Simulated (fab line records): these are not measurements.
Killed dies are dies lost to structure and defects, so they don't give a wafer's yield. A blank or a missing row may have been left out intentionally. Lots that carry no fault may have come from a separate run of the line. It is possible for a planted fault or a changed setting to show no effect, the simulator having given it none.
fab line records ; flow rit-cmos
record: lots: 6; wafers: 18; last-day: 6
route steps=202 shown PRETRO@65 GATE@75 FOX2@80 REOX@98 NLDD@103 M1@202
lots untouched by any fault: they come from a run of this same line in which no faults occurred
start-h: the number of hours between the record's first day and the start of the first shown wafer of the lot ; wait-h: hours since the lot's step before ; " identical to the entry in the row above ; L1.1+2: several wafers, shown together as one row ; - no value, or no start was given ; * or withheld: withheld ; < > ~ a bound
route shown NAME@n: names a module that has steps shown in the file, with the first one's number in the route ; usual: the fault-free wafers' mean and standard deviation ; same: alike in all rows ; chamber/n: place in a boat ; sites: per-site readings ; _std_site: the values' standard deviation ; _edge_site: inner sites' mean taken away from outer sites' mean ; radius-mm: how far each site lies from the wafer's centre ; mask NAME#n: copy n ; behind: the most recent tool/chamber to have shaped the wafer ; hold: why the lot was held/for how many hours/how that ended ; device: transistor that didn't switch, given as n, p or np ; end of line: the same wafers' tests at the end of the route ; a step given without rows: its recipe and nothing more ; killed: at the first sort, the dies lost to defects and structure; wafer yield is something else ; map: the dies of a wafer, with x for killed, . for not killed, _ for no die there
set.NAME: the setting as run; set.NAME@STEP: as run at that earlier step ; model.NAME: the simulator's own value behind a step, which no gauge read
lots seen at some steps along the route; tables by step, rows by wafer
services: when a tool's chamber went out of use (start-h, in hours from the record's first day, below 0 if earlier), for how many hours, and the reason
== steps ==
step: RIT_PRETRO_COAT_01
recipe: resist: NOVOLAK; spin-rpm: 2000; resist-thk-nm: 1300
step: RIT_PRETRO_SOFTBAKE_02
recipe: resist: NOVOLAK; temp-c: 90; time-s: 60
step: RIT_PRETRO_EXPOSE_03
recipe: mask-id: M5; na: 0.57; target-cd-nm: 43700; dose-mj: 250
step: RIT_PRETRO_PEB_04
recipe: resist: NOVOLAK; temp-c: withheld; time-s: withheld
step: RIT_PRETRO_DEVELOP_05
recipe: resist: NOVOLAK; develop-time-s: 68; dev-temp-c: 23
step: RIT_PRETRO_OVL_MEAS_06
usual: PRETRO_OVL: -0.3/1.3
lot.wafer;tool;chamber;start-h;wait-h;PRETRO_OVL[nm]
L348.3;overlay-01;-;38.31;-;-2.0
L348.4;overlay-01;-;38.31;-;-1.5
L348.5;overlay-01;-;38.31;-;-0.8
L351.1;overlay-02;-;52.78;-;-1.2
L351.3;overlay-02;-;52.78;-;-1.1
L351.5;overlay-02;-;52.78;-;-0.5
L352.1;overlay-02;-;59.21;-;0.0
L352.5;overlay-02;-;59.21;-;-0.3
L352.6;overlay-02;-;59.21;-;0.6
L355.3;overlay-01;-;72.31;-;-0.5
L355.5;overlay-01;-;72.31;-;-1.0
L355.6;overlay-01;-;72.31;-;0.8
L359.1;overlay-01;-;95.58;-;-0.9
L359.4;overlay-01;-;95.58;-;-0.7
L359.6;overlay-01;-;95.58;-;-1.1
L362.2;overlay-01;-;109.82;-;2.4
L362.3;overlay-01;-;109.82;-;-1.5
L362.4;overlay-01;-;109.82;-;-2.4
step: RIT_PRETRO_HARDBAKE_07
recipe: resist: NOVOLAK; temp-c: 140; time-s: 120
step: RIT_PRETRO_IMPLANT_08
recipe: species: B; energy-kev: 45.81; dose-cm2: 1.2e+13; tilt-deg: 7
step: RIT_PRETRO_STRIP_09
recipe: chemistry: O2; time-s: 180; resist: NOVOLAK; platen-temp-c: withheld; power-w: 500; pressure-mtorr: 4000; o2-flow-sccm: 4000
usual: drypump-motor-current-A: 5.82/0.26
lot.wafer;tool;chamber;start-h;wait-h;drypump-motor-current-A;rf-hours-counter-h
L348.3;plasma-asher-04;1;38.79;0.1;5.79;-
L348.4;plasma-asher-04;0;38.79;0.1;6.03;-
L348.5;plasma-asher-04;1;38.79;0.1;5.77;-
L351.1;plasma-asher-02;1;53.21;0.1;5.78;39
L351.3;plasma-asher-02;1;53.21;0.1;5.78;-
L351.5;plasma-asher-02;1;53.21;0.1;5.78;-
L352.1;plasma-asher-02;0;59.64;0.1;5.71;40
L352.5;plasma-asher-02;1;59.64;0.1;5.76;-
L352.6;plasma-asher-02;0;59.64;0.1;5.67;-
L355.3;plasma-asher-02;0;72.80;0.1;5.71;-
L355.5;plasma-asher-02;0;72.80;0.1;5.70;-
L355.6;plasma-asher-02;1;72.80;0.1;5.74;-
L359.1;plasma-asher-02;0;96.02;0.1;5.67;44
L359.4;plasma-asher-02;1;96.02;0.1;5.76;-
L359.6;plasma-asher-02;1;96.02;0.1;5.76;-
L362.2;plasma-asher-04;1;110.25;0.1;5.77;50
L362.3;plasma-asher-04;1;110.25;0.1;5.76;-
L362.4;plasma-asher-04;0;110.25;0.1;6.03;-
step: RIT_PRETRO_TW_MEAS_10
usual: PRETRO_TW: 482/4.1
lot.wafer;tool;chamber;start-h;wait-h;PRETRO_TW
L348.3;film-metro-03;-;38.93;0.1;483
L348.4;film-metro-03;-;38.93;0.1;482
L348.5;film-metro-03;-;38.93;0.1;482
L351.1;film-metro-02;-;53.39;0.1;484
L351.3;film-metro-02;-;53.39;0.1;486
L351.5;film-metro-02;-;53.39;0.1;482
L352.1;film-metro-02;-;59.82;0.1;483
L352.5;film-metro-02;-;59.82;0.1;484
L352.6;film-metro-02;-;59.82;0.1;484
L355.3;film-metro-02;-;72.93;0.1;483
L355.5;film-metro-02;-;72.93;0.1;484
L355.6;film-metro-02;-;72.93;0.1;482
L359.1;film-metro-02;-;96.19;0.1;485
L359.4;film-metro-02;-;96.19;0.1;487
L359.6;film-metro-02;-;96.19;0.1;486
L362.2;film-metro-02;-;110.43;0.1;486
L362.3;film-metro-02;-;110.43;0.1;485
L362.4;film-metro-02;-;110.43;0.1;482
step: RIT_GATE_WET_ETCH_00
recipe: chemistry: BOE; target: SiO2; target-depth-nm: 56; time-s: 60; dry: n2-spin; dilution: 10:1; temp-c: 21.5
step: RIT_GATE_CLEAN_01
recipe: chemistry: SC1; mix: 3:3:50; time-s: 600; temp-c: 75
step: RIT_GATE_CLEAN_02
recipe: chemistry: dHF; dilution: 50:1; time-s: 30.81
lot.wafer;tool;chamber;start-h;wait-h
L348.3+4+5;wet-bench-04;1;39.18;0.0
L351.1+3+5;wet-bench-04;3;53.86;0.0
L352.1+5+6;wet-bench-01;2;60.08;0.0
L355.3+5+6;wet-bench-04;3;73.19;0.0
L359.1+4+6;wet-bench-04;1;96.46;0.0
L362.2+3+4;wet-bench-04;1;110.72;0.0
step: RIT_GATE_CLEAN_03
recipe: chemistry: SC2; mix: 3:3:50; time-s: 600; temp-c: 75; dry: n2-spin
step: RIT_GATE_CLEAN_04
recipe: chemistry: dHF; dilution: 50:1; time-s: 60; dry: n2-spin
step: RIT_FOX2_THK_MEAS_91
recipe: reads: SiO2_of_FOX2_OXIDATION_00
usual: FIELD_OXIDE_LEFT_2_THK: 254/5.6
lot.wafer;tool;chamber;start-h;wait-h;FIELD_OXIDE_LEFT_2_THK[nm]
L348.3;film-metro-04;-;39.44;0.0;250
L348.4;film-metro-04;-;39.44;0.0;246
L348.5;film-metro-04;-;39.44;0.0;248
L351.1;film-metro-04;-;54.28;0.0;255
L351.3;film-metro-04;-;54.28;0.0;252
L351.5;film-metro-04;-;54.28;0.0;247
L352.1;film-metro-02;-;60.30;0.0;256
L352.5;film-metro-02;-;60.30;0.0;251
L352.6;film-metro-02;-;60.30;0.0;254
L355.3;film-metro-01;-;73.43;0.0;244
L355.5;film-metro-01;-;73.43;0.0;249
L355.6;film-metro-01;-;73.43;0.0;241
L359.1;film-metro-02;-;96.69;0.0;254
L359.4;film-metro-02;-;96.69;0.0;261
L359.6;film-metro-02;-;96.69;0.0;251
L362.2;film-metro-04;-;110.95;0.0;260
L362.3;film-metro-04;-;110.95;0.0;255
L362.4;film-metro-04;-;110.95;0.0;254
step: RIT_GATE_OXIDATION_05
recipe: temp-c: 900; ambient: O2; target-thk-a: 30; ox-time-s: 270
step: RIT_GATE_ANNEAL_06
recipe: temp-c: 900; time-s: 600; ambient: N2O
step: RIT_GATE_THK_MEAS_07
recipe: reads: SiO2_of_GATE_OXIDATION_05
usual: GATE_OXIDE_THK: 2.98/0.064
lot.wafer;tool;chamber;start-h;wait-h;GATE_OXIDE_THK[nm]
L348.3;film-metro-01;-;44.30;0.0;2.98
L348.4;film-metro-01;-;44.30;0.0;2.95
L348.5;film-metro-01;-;44.30;0.0;2.93
L351.1;film-metro-02;-;56.74;0.0;3.01
L351.3;film-metro-02;-;56.74;0.0;2.92
L351.5;film-metro-02;-;56.74;0.0;2.99
L352.1;film-metro-04;-;64.41;0.0;2.91
L352.5;film-metro-04;-;64.41;0.0;3.01
L352.6;film-metro-04;-;64.41;0.0;2.84
L355.3;film-metro-04;-;79.09;0.0;2.93
L355.5;film-metro-04;-;79.09;0.0;2.91
L355.6;film-metro-04;-;79.09;0.0;2.92
L359.1;film-metro-01;-;101.22;0.0;3.03
L359.4;film-metro-01;-;101.22;0.0;3.03
L359.6;film-metro-01;-;101.22;0.0;3.01
L362.2;film-metro-04;-;114.62;0.0;2.97
L362.3;film-metro-04;-;114.62;0.0;2.95
L362.4;film-metro-04;-;114.62;0.0;2.91
step: RIT_GATE_CVD_08
recipe: material: poly-Si; target-thk-nm: 250; temp-c: 610; precursor: SiH4; time-s: 2220; pressure-mtorr: 300; sih4-flow-sccm: 100
step: RIT_GATE_THK_MEAS_09
recipe: reads: poly-Si_of_GATE_CVD_08
usual: GATE_POLY_THK: 250.0/2.2
lot.wafer;tool;chamber;start-h;wait-h;GATE_POLY_THK[nm]
L348.3;film-metro-02;-;45.98;0.0;248.2
L348.4;film-metro-02;-;45.98;0.0;248.9
L348.5;film-metro-02;-;45.98;0.0;249.7
L351.1;film-metro-01;-;58.42;0.0;251.4
L351.3;film-metro-01;-;58.42;0.0;251.5
L351.5;film-metro-01;-;58.42;0.0;250.3
L352.1;film-metro-01;-;66.09;0.0;245.5
L352.5;film-metro-01;-;66.09;0.0;248.2
L352.6;film-metro-01;-;66.09;0.0;247.7
L355.3;film-metro-01;-;81.82;0.0;249.0
L355.5;film-metro-01;-;81.82;0.0;250.1
L355.6;film-metro-01;-;81.82;0.0;250.1
L359.1;film-metro-02;-;102.90;0.0;249.6
L359.4;film-metro-02;-;102.90;0.0;249.7
L359.6;film-metro-02;-;102.90;0.0;250.0
L362.2;film-metro-04;-;117.29;0.0;249.3
L362.3;film-metro-04;-;117.29;0.0;248.1
L362.4;film-metro-04;-;117.29;0.0;248.8
step: RIT_GATE_HMDS_10
recipe: prime-time-s: 60; prime-temp-c: 140
step: RIT_GATE_COAT_11
recipe: resist: NOVOLAK; spin-rpm: 4250; resist-thk-nm: 850
step: RIT_GATE_SOFTBAKE_12
recipe: resist: NOVOLAK; temp-c: 90; time-s: 60
step: RIT_GATE_EXPOSE_13
recipe: mask-id: M6; na: 0.6; source-shape: conventional; sigma-outer: 0.6; target-cd-nm: 150; dose-mj: 380
step: RIT_GATE_PEB_14
recipe: resist: NOVOLAK; temp-c: withheld; time-s: withheld
step: RIT_GATE_DEVELOP_15
recipe: resist: NOVOLAK; develop-time-s: 51.25; dev-temp-c: 23
step: RIT_GATE_CD_MEAS_16
recipe: target-cd-nm: 150
usual: cd-nm: 149/3.1
lot.wafer;tool;chamber;start-h;wait-h;cd-nm
L348.3;cd-sem-01;-;47.03;-;153
L348.4;cd-sem-01;-;47.03;-;150
L348.5;cd-sem-01;-;47.03;-;150
L351.1;cd-sem-01;-;59.38;-;149
L351.3;cd-sem-01;-;59.38;-;149
L351.5;cd-sem-01;-;59.38;-;152
L352.1;cd-sem-02;-;67.15;-;150
L352.5;cd-sem-02;-;67.15;-;150
L352.6;cd-sem-02;-;67.15;-;149
L355.3;cd-sem-02;-;82.87;-;144
L355.5;cd-sem-02;-;82.87;-;143
L355.6;cd-sem-02;-;82.87;-;142
L359.1;cd-sem-02;-;103.94;-;147
L359.4;cd-sem-02;-;103.94;-;147
L359.6;cd-sem-02;-;103.94;-;148
L362.2;cd-sem-02;-;118.64;-;154
L362.3;cd-sem-02;-;118.64;-;155
L362.4;cd-sem-02;-;118.64;-;152
step: RIT_GATE_OVL_MEAS_17
usual: GATE_OVL: 0.8/1.6
lot.wafer;tool;chamber;start-h;wait-h;GATE_OVL[nm]
L348.3;overlay-01;-;47.13;0.1;3.2
L348.4;overlay-01;-;47.13;0.1;1.0
L348.5;overlay-01;-;47.13;0.1;1.5
L351.1;overlay-01;-;59.50;0.1;1.3
L351.3;overlay-01;-;59.50;0.1;1.0
L351.5;overlay-01;-;59.50;0.1;2.1
L352.1;overlay-02;-;67.27;0.1;0.5
L352.5;overlay-02;-;67.27;0.1;1.2
L352.6;overlay-02;-;67.27;0.1;0.7
L355.3;overlay-01;-;82.97;0.1;2.0
L355.5;overlay-01;-;82.97;0.1;1.5
L355.6;overlay-01;-;82.97;0.1;2.4
L359.1;overlay-02;-;104.06;0.1;-1.5
L359.4;overlay-02;-;104.06;0.1;-2.0
L359.6;overlay-02;-;104.06;0.1;0.2
L362.2;overlay-01;-;118.74;0.1;4.5
L362.3;overlay-01;-;118.74;0.1;4.3
L362.4;overlay-01;-;118.74;0.1;4.0
step: RIT_GATE_HARDBAKE_18
recipe: resist: NOVOLAK; temp-c: 140; time-s: 60
step: RIT_GATE_ETCH_19
recipe: chemistry: SF6/CHF3/O2; time-s: 165; SF6_flow_sccm: 30; CHF3_flow_sccm: 30; O2_flow_sccm: 5; target: poly-Si; pressure-mtorr: 40; rf-w: 160; target-depth-a: 3125; over-etch-frac: 0.25; stop-on: SiO2
usual: O2_flow_sccm: 4.999/0.013; SF6_flow_sccm: 30.00/0.086; drypump-motor-current-A: 5.7/0.5; oes-product-au: 0.848/0.0095; rf-fwd-power-W: 159.4/0.5; throttle-valve-pct: 10.29/0.14
lot.wafer;tool;chamber;start-h;wait-h;O2_flow_sccm;SF6_flow_sccm;drypump-motor-current-A;oes-product-au;rf-fwd-power-W;rf-hours-counter-h;throttle-valve-pct
L348.3;rie-si-01;3;47.30;0.1;5.008;29.85;4.9;0.834;159.2;85;10.22
L348.4;rie-si-01;0;47.30;0.1;5.027;30.16;6.1;0.854;159.7;158;10.40
L348.5;rie-si-01;3;47.30;0.1;4.992;30.00;4.9;0.837;159.6;-;10.23
L351.1;rie-si-02;2;59.69;0.1;5.001;30.04;6.5;0.851;158.9;9;10.05
L351.3;rie-si-02;0;59.69;0.1;4.971;30.08;6.1;0.847;158.6;3;10.38
L351.5;rie-si-02;0;59.69;0.1;4.986;29.93;6.1;0.848;159.6;-;10.38
L352.1;rie-si-01;2;67.51;0.1;5.007;30.01;5.8;0.847;159.2;143;10.55
L352.5;rie-si-01;0;67.51;0.1;4.999;30.04;6.1;0.849;159.7;-;10.42
L352.6;rie-si-01;1;67.51;0.1;5.009;29.95;5.8;0.855;159.0;-;10.28
L355.3;rie-si-02;3;83.14;0.1;4.985;30.06;5.3;0.847;159.7;39;10.21
L355.5;rie-si-02;3;83.14;0.1;5.000;30.05;5.3;0.850;159.2;-;10.20
L355.6;rie-si-02;2;83.14;0.1;4.998;30.03;6.6;0.853;159.6;-;10.04
L359.1;rie-si-02;0;104.24;0.1;4.995;30.01;6.1;0.839;159.7;3;10.39
L359.4;rie-si-02;1;104.24;0.1;5.001;29.80;5.1;0.839;160.1;113;10.28
L359.6;rie-si-02;3;104.24;0.1;4.995;30.06;5.3;0.847;159.6;-;10.20
L362.2;rie-si-01;3;119.02;0.1;5.001;29.91;4.9;0.837;160.3;86;10.22
L362.3;rie-si-01;2;119.02;0.1;4.991;30.00;5.8;0.851;159.0;143;10.55
L362.4;rie-si-01;1;119.02;0.1;5.003;30.01;5.8;0.856;159.0;85;10.30
step: RIT_GATE_STRIP_20
recipe: chemistry: O2; time-s: 180; resist: NOVOLAK; platen-temp-c: withheld; power-w: 500; pressure-mtorr: 4000; o2-flow-sccm: 4000
usual: drypump-motor-current-A: 5.8/0.58
lot.wafer;tool;chamber;start-h;wait-h;drypump-motor-current-A;rf-hours-counter-h
L348.3;plasma-asher-02;1;47.47;0.1;5.8;-
L348.4;plasma-asher-02;0;47.47;0.1;5.7;-
L348.5;plasma-asher-02;0;47.47;0.1;5.7;-
L351.1;plasma-asher-03;1;59.80;0.1;4.9;24
L351.3;plasma-asher-03;0;59.80;0.1;6.4;-
L351.5;plasma-asher-03;1;59.80;0.1;4.9;-
L352.1;plasma-asher-01;0;67.62;0.1;5.2;44
L352.5;plasma-asher-01;1;67.62;0.1;6.5;-
L352.6;plasma-asher-01;0;67.62;0.1;5.2;-
L355.3;plasma-asher-03;0;83.31;0.1;6.4;-
L355.5;plasma-asher-03;0;83.31;0.1;6.4;-
L355.6;plasma-asher-03;1;83.31;0.1;4.9;-
L359.1;plasma-asher-02;1;104.35;0.1;5.8;45
L359.4;plasma-asher-02;0;104.35;0.1;5.7;-
L359.6;plasma-asher-02;1;104.35;0.1;5.8;-
L362.2;plasma-asher-02;0;119.13;0.1;5.7;0
L362.3;plasma-asher-02;1;119.13;0.1;5.7;-
L362.4;plasma-asher-02;0;119.13;0.1;5.7;-
step: RIT_GATE_CD_MEAS_90
recipe: target-cd-nm: 150
usual: cd-nm: 149/3.1
lot.wafer;tool;chamber;start-h;wait-h;cd-nm
L348.3;cd-sem-01;-;47.62;0.1;153
L348.4;cd-sem-01;-;47.62;0.1;150
L348.5;cd-sem-01;-;47.62;0.1;150
L351.1;cd-sem-02;-;59.97;0.1;148
L351.3;cd-sem-02;-;59.97;0.1;149
L351.5;cd-sem-02;-;59.97;0.1;151
L352.1;cd-sem-01;-;67.79;0.1;150
L352.5;cd-sem-01;-;67.79;0.1;150
L352.6;cd-sem-01;-;67.79;0.1;149
L355.3;cd-sem-01;-;83.46;0.1;144
L355.5;cd-sem-01;-;83.46;0.1;143
L355.6;cd-sem-01;-;83.46;0.1;142
L359.1;cd-sem-01;-;104.52;0.1;147
L359.4;cd-sem-01;-;104.52;0.1;147
L359.6;cd-sem-01;-;104.52;0.1;148
L362.2;cd-sem-02;-;119.32;0.1;154
L362.3;cd-sem-02;-;119.32;0.1;155
L362.4;cd-sem-02;-;119.32;0.1;152
step: RIT_REOX_CLEAN_00
recipe: chemistry: SC1; mix: 3:3:50; time-s: 600; temp-c: 75
step: RIT_REOX_CLEAN_01
recipe: chemistry: dHF; dilution: 50:1; time-s: 30
step: RIT_REOX_CLEAN_02
recipe: chemistry: SC2; mix: 3:3:50; time-s: 600; temp-c: 75; dry: n2-spin
step: RIT_REOX_OXIDATION_03
recipe: temp-c: 900; ambient: O2; target-thk-a: 252; ox-time-s: 5580
step: RIT_REOX_THK_MEAS_04
recipe: reads: SiO2_of_REOX_OXIDATION_03
usual: REOX_OXIDE_THK: 25.0/0.38
lot.wafer;tool;chamber;start-h;wait-h;REOX_OXIDE_THK[nm]
L348.3;film-metro-01;-;50.85;0.0;24.8
L348.4;film-metro-01;-;50.85;0.0;24.8
L348.5;film-metro-01;-;50.85;0.0;25.1
L351.1;film-metro-03;-;64.60;0.0;25.0
L351.3;film-metro-03;-;64.60;0.0;24.6
L351.5;film-metro-03;-;64.60;0.0;24.6
L352.1;film-metro-04;-;71.08;0.0;24.5
L352.5;film-metro-04;-;71.08;0.0;24.5
L352.6;film-metro-04;-;71.08;0.0;24.9
L355.3;film-metro-03;-;86.48;0.0;24.2
L355.5;film-metro-03;-;86.48;0.0;24.8
L355.6;film-metro-03;-;86.48;0.0;24.6
L359.1;film-metro-03;-;107.56;0.0;25.7
L359.4;film-metro-03;-;107.56;0.0;25.9
L359.6;film-metro-03;-;107.56;0.0;25.2
L362.2;film-metro-04;-;122.69;0.0;24.9
L362.3;film-metro-04;-;122.69;0.0;24.7
L362.4;film-metro-04;-;122.69;0.0;24.9
step: RIT_NLDD_HMDS_00
recipe: prime-time-s: 60; prime-temp-c: 140
step: RIT_NLDD_COAT_01
recipe: resist: NOVOLAK; spin-rpm: 3250; resist-thk-nm: 1000
step: RIT_NLDD_SOFTBAKE_02
recipe: resist: NOVOLAK; temp-c: 90; time-s: 62.75
usual: plate-sensor-t-centre-C: 90.969/0.0095; plate-sensor-t-edge-C: 91.020/0.01
lot.wafer;tool;chamber;start-h;wait-h;plate-sensor-t-centre-C;plate-sensor-t-edge-C
L348.3;litho-track-03;0;51.24;0.1;90.969;91.013
L348.4;litho-track-03;0;51.24;0.1;90.963;91.016
L348.5;litho-track-03;0;51.24;0.1;90.965;91.037
L351.1;litho-track-01;0;65.12;0.1;90.968;91.020
L351.3;litho-track-01;0;65.12;0.1;90.965;91.023
L351.5;litho-track-01;0;65.12;0.1;90.981;91.042
L352.1;litho-track-03;0;71.44;0.1;90.972;91.040
L352.5;litho-track-03;0;71.44;0.1;90.959;91.019
L352.6;litho-track-03;0;71.44;0.1;90.959;91.026
L355.3;litho-track-04;0;86.87;0.1;90.960;91.019
L355.5;litho-track-04;0;86.87;0.1;90.977;91.005
L355.6;litho-track-04;0;86.87;0.1;90.965;91.004
L359.1;litho-track-04;0;107.92;0.1;90.988;91.021
L359.4;litho-track-04;0;107.92;0.1;90.981;91.010
L359.6;litho-track-04;0;107.92;0.1;90.971;91.024
L362.2;litho-track-04;0;123.06;0.1;90.961;91.023
L362.3;litho-track-04;0;123.06;0.1;90.988;91.007
L362.4;litho-track-04;0;123.06;0.1;90.974;91.021
step: RIT_NLDD_EXPOSE_03
recipe: mask-id: M7; na: 0.57; target-cd-nm: 40700; dose-mj: 250
step: RIT_M1_PROBE_99
usual: killed-at-front-end: 7/3.3; killed-dies: 7/3.3; killed-on-rim: 1.9/1.4; killed-open: 3.3/1.9; killed-short: 3.6/2.1
same: gross-dies: 264; killed_at_M0_to_M3: 0; killed_at_M4_up: 0; killed-at-back-side: 0; killed-at-contacts: 0; killed-at-other: 0
lot.wafer;tool;chamber;start-h;wait-h;killed-at-front-end;killed-dies;killed-on-rim;killed-open;killed-short
L348.3;prober-02;-;67.34;0.2;8;8;5;6;2
L348.4;prober-02;-;67.39;0.2;10;10;3;4;6
L348.5;prober-02;-;67.44;0.2;12;12;3;5;6
L351.1;prober-01;-;81.04;0.1;7;7;2;4;3
L351.3;prober-01;-;81.14;0.2;3;3;1;1;1
L351.5;prober-01;-;81.24;0.2;8;8;2;4;4
L352.1;prober-02;-;87.56;0.1;10;10;4;5;5
L352.5;prober-02;-;87.76;0.2;4;4;1;1;3
L352.6;prober-02;-;87.81;0.2;3;3;0;1;2
L355.3;prober-01;-;103.01;0.2;4;4;1;3;1
L355.5;prober-01;-;103.11;0.2;5;5;2;0;5
L355.6;prober-01;-;103.16;0.2;7;7;2;3;2
L359.1;prober-01;-;124.04;0.1;23;23;9;5;4
L359.4;prober-01;-;124.19;0.2;21;21;8;4;4
L359.6;prober-01;-;124.29;0.2;14;14;7;3;1
L362.2;prober-02;-;139.06;0.1;15;15;9;3;3
L362.3;prober-02;-;139.11;0.2;16;16;8;1;1
L362.4;prober-02;-;139.16;0.2;16;16;9;2;3
killed by level:class
L348.3 FOX1:geometric-particle:open=3 REOX:geometric-particle:open=2 FOX1:geometric-particle:short=1 GATE:geometric-particle:open=1 SILICIDE:geometric-particle:short=1
L348.4 GATE:geometric-particle:open=4 SILICIDE:geometric-particle:short=2 ACTIVE:geometric-particle:short=1 FOX1:geometric-particle:short=1 FOX2:geometric-particle:short=1 GATE:geometric-particle:short=1
L348.5 GATE:geometric-particle:open=3 GATE:geometric-particle:short=2 REOX:geometric-particle:short=2 SPACER:geometric-particle:short=2 REOX:geometric-particle:open=1 SILICIDE:geometric-particle:open=1 PSD:coat-microbubble-printed=1
L351.1 GATE:geometric-particle:open=3 FOX2:geometric-particle:short=1 GATE:geometric-particle:short=1 REOX:geometric-particle:short=1 SPACER:geometric-particle:open=1
L351.3 GATE:geometric-particle:open=1 SPACER:geometric-particle:short=1 PRETRO:coat-microbubble-printed=1
L351.5 GATE:geometric-particle:short=2 SPACER:geometric-particle:open=2 ACTIVE:geometric-particle:short=1 FOX2:geometric-particle:open=1 GATE:geometric-particle:open=1 SPACER:geometric-particle:short=1
L352.1 GATE:geometric-particle:short=2 FOX1:geometric-particle:short=1 FOX1:geometric-particle:open=1 FOX2:geometric-particle:open=1 GATE:geometric-particle:open=1 REOX:geometric-particle:short=1 SPACER:geometric-particle:open=1 SPACER:geometric-particle:short=1
L352.5 FOX1:geometric-particle:short=2 GATE:geometric-particle:short=1 SILICIDE:geometric-particle:open=1
L352.6 FOX1:geometric-particle:short=1 GATE:geometric-particle:short=1 SPACER:geometric-particle:open=1
L355.3 FOX1:geometric-particle:open=1 GATE:geometric-particle:open=1 GATE:geometric-particle:short=1 SPACER:geometric-particle:open=1
L355.5 FOX1:geometric-particle:short=2 GATE:geometric-particle:short=1 SPACER:geometric-particle:short=1 STARTING-WAFER:geometric-particle:short=1
L355.6 NWELL:coat-microbubble-printed=2 FOX1:geometric-particle:open=1 FOX2:geometric-particle:open=1 GATE:geometric-particle:short=1 GATE:geometric-particle:open=1 SILICIDE:geometric-particle:short=1
L359.1 GATE:unspecified=14 FOX2:geometric-particle:open=2 GATE:geometric-particle:short=2 GATE:geometric-particle:open=2 SPACER:geometric-particle:short=2 SPACER:geometric-particle:open=1
L359.4 GATE:unspecified=13 FOX1:geometric-particle:open=2 GATE:geometric-particle:short=2 SILICIDE:geometric-particle:short=2 FOX2:geometric-particle:open=1 REOX:geometric-particle:open=1
L359.6 GATE:unspecified=10 FOX1:geometric-particle:open=2 FOX1:geometric-particle:short=1 SPACER:geometric-particle:open=1
L362.2 GATE:unspecified=9 GATE:geometric-particle:open=3 FOX1:geometric-particle:short=1 GATE:geometric-particle:short=1 REOX:geometric-particle:short=1
L362.3 GATE:unspecified=14 GATE:geometric-particle:open=1 GATE:geometric-particle:short=1
L362.4 GATE:unspecified=11 GATE:geometric-particle:short=2 GATE:geometric-particle:open=1 REOX:geometric-particle:open=1 SPACER:geometric-particle:short=1
map L359.1 (x killed, . not)
________......._______
_____........x....____
____...............___
___.................__
__..................._
__..........x........_
_.................x...
_.................x...
_........x............
_.....................
__..................._
__...x..............._
___.................__
____.....xxxx......___
_____..xxxxx.x....____
________xxxxxxx_______
map L362.3 (x killed, . not)
________......._______
_____............x____
____...............___
___.................__
__..................._
__..................._
_.....................
_.....................
_.....................
_.....................
__............x......_
__..................._
___.................__
____...x.x.........___
_____.x.xxxxxx....____
________xxxxx.._______
== services ==
tool;chamber;start-h;hours;kind
rie-si-01;3;22.47;6.1;repair
plasma-asher-04;-;32.25;2.2;repair
plasma-asher-03;-;41.25;0.8;repair
rie-si-02;2;60.10;15.2;repair
rie-si-02;1;73.69;13.0;repair
rie-si-01;0;74.24;-;clean
rie-si-01;0;74.24;21.4;scheduled-down
rie-si-01;0;74.24;21.4;vent-cycle
plasma-asher-03;-;99.91;28.1;pm
plasma-asher-02;-;108.75;9.0;pm
plasma-asher-02;0;108.75;9.0;vent-cycle
plasma-asher-02;1;108.75;9.0;vent-cycle
plasma-asher-02;0;117.75;-;clean
plasma-asher-02;1;117.75;-;clean
== key ==
first-sign: step: RIT_M1_PROBE_99; reading: killed-at-front-end; direction: up; sigmas: 3.2; usual: 7; struck: 18
effect: step: RIT_M1_PROBE_99; reading: killed-dies; direction: up; sigmas: 3.2; usual: 7; struck: 18
met-at RIT_GATE_CLEAN_02
struck-wafers L359.1,L359.4,L359.6,L362.2,L362.3,L362.4
tester-left-out L359,L362
onset-between 73.19 96.46
also-fits time
fault: kind: chamber-particle-source; tool: wet-bench-04; chamber: -; onset-h: 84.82; steps: RIT_GATE_CLEAN_02; rate-per-visit-cm2: 0.65689; end-h: 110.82
tester-left-out: of these lots the tester's yield and bins aren't shown, on N5 and GAA mostly nor the transistor test; their killed dies are dies lost to structure and defects alone, not to doping, threshold or leakage, so they don't give the yield
